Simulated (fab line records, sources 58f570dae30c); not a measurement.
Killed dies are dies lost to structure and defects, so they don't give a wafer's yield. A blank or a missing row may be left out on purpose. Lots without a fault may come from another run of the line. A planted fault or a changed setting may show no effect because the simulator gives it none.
Split-lot experiment | flow berkeley_cmos170 | 5 lots, 23 wafers read, on a route of 331 steps

THE SPLIT
At UCB170_PLDD_COAT_01 (resist thk 900 nm), the setting resist_thk_nm was moved away from the recipe's 900 nm on 7 of the 23 wafers read, by -3.5% to +3.8%. The other wafers ran this setting at the recipe's value.

The reading is taken at the split's own step.

THE READING
KrF_of_PLDD_COAT_01.thk_nm (the simulator's own value, which no gauge read), in nm, at UCB170_PLDD_COAT_01 (resist thk 900 nm). The file gives no usual value for it. The 16 wafers here that ran the recipe average 901.7 nm, standard deviation 1.7 nm.

wafer  | tool, chamber at the split | resist_thk_nm as run, nm | against the recipe | KrF_of_PLDD_COAT_01.thk_nm, nm | against lot-mates on the recipe
L075.1 | litho_track-02, 0          | 900                      | recipe             | 899.3                          | -
L075.2 | litho_track-02, 0          | 900                      | recipe             | 899.3                          | -
L075.3 | litho_track-02, 0          | 900                      | recipe             | 899.8                          | -
L075.4 | litho_track-02, 0          | 868.5                    | -3.5%              | 865.5                          | -34.0
L075.5 | litho_track-02, 0          | 868.5                    | -3.5%              | 866.8                          | -32.7
L078.3 | litho_track-02, 0          | 900                      | recipe             | 899.5                          | -
L078.4 | litho_track-02, 0          | 900                      | recipe             | 901.4                          | -
L078.5 | litho_track-02, 0          | 900                      | recipe             | 901.2                          | -
L080.1 | litho_track-02, 0          | 900                      | recipe             | 904.5                          | -
L080.2 | litho_track-02, 0          | 900                      | recipe             | 904.5                          | -
L080.3 | litho_track-02, 0          | 900                      | recipe             | 903.4                          | -
L080.4 | litho_track-02, 0          | 934.5                    | +3.8%              | 938.7                          | +34.6
L080.6 | litho_track-02, 0          | 934.5                    | +3.8%              | 936.5                          | +32.4
L082.1 | litho_track-01, 0          | 932.2                    | +3.6%              | 935.5                          | +32.6
L082.2 | litho_track-01, 0          | 932.2                    | +3.6%              | 935.5                          | +32.6
L082.3 | litho_track-01, 0          | 932.2                    | +3.6%              | 936.8                          | +33.9
L082.4 | litho_track-01, 0          | 900                      | recipe             | 903                            | -
L082.6 | litho_track-01, 0          | 900                      | recipe             | 902.8                          | -
L084.1 | litho_track-04, 0          | 900                      | recipe             | 900.8                          | -
L084.2 | litho_track-04, 0          | 900                      | recipe             | 902                            | -
L084.3 | litho_track-04, 0          | 900                      | recipe             | 902.2                          | -
L084.5 | litho_track-04, 0          | 900                      | recipe             | 902.1                          | -
L084.6 | litho_track-04, 0          | 900                      | recipe             | 900.7                          | -

THE FIT
A straight line over all 23 wafers: KrF_of_PLDD_COAT_01.thk_nm changes by +9.7 nm for each +1% of resist_thk_nm; r = +1.00; the points scatter about the line by 1.6 nm.
The same after taking each lot's own level away (the mean of its wafers on the recipe; 23 wafers): +9.18 nm for each +1%; r = +1.00; scatter 0.91 nm.
On that fit, the largest move of resist_thk_nm shifts the reading by 35 nm.
The lots' own levels span 899.47 to 904.13 nm, that is 2.8 times the standard deviation above.
So the lot-to-lot level changes the slope little: the two slopes agree.
Check: with one of the wafers moved furthest among these (+3.8%) left out of the fit, the line predicts +35 nm for it against its lot-mates. It came out at +34.6 nm against them.

OTHER SPLITS ON THESE WAFERS
These wafers also went through other splits before the reading. Each is held against what the fit with the lots' levels taken away leaves over:
other split on the same wafers    | wafers away from the commonest value | r with KrF_of_PLDD_COAT_01.thk_nm (lot level and that fit taken away)
UCB170_ZERO_STRIP_07 o2_flow_sccm | 8                                    | -0.38
UCB170_NWELL_IMPLANT_14 dose_cm2  | 11                                   | +0.19
UCB170_PFIELD_COAT_01 spin_rpm    | 5                                    | +0.00
UCB170_GATE_CVD_04 pressure_mtorr | 18                                   | +0.03

THE WHOLE CHAIN: every reading that the file lists as answering this split, in the file's order
step                 | what it does      | reading                                                                     | change (the file's fit)              | r (the file's)
UCB170_PLDD_COAT_01  | resist thk 900 nm | KrF_of_PLDD_COAT_01.thk_nm (the simulator's own value, which no gauge read) | +9.15 nm for each +1% of the setting | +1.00
UCB170_PLDD_STRIP_10 | strips in O2      | strip_time_to_endpoint_s                                                    | withheld for each +1% of the setting | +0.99

THE FILE'S OWN FIT
KrF_of_PLDD_COAT_01.thk_nm changes by +9.15 nm for each +1% of resist_thk_nm, r = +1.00.
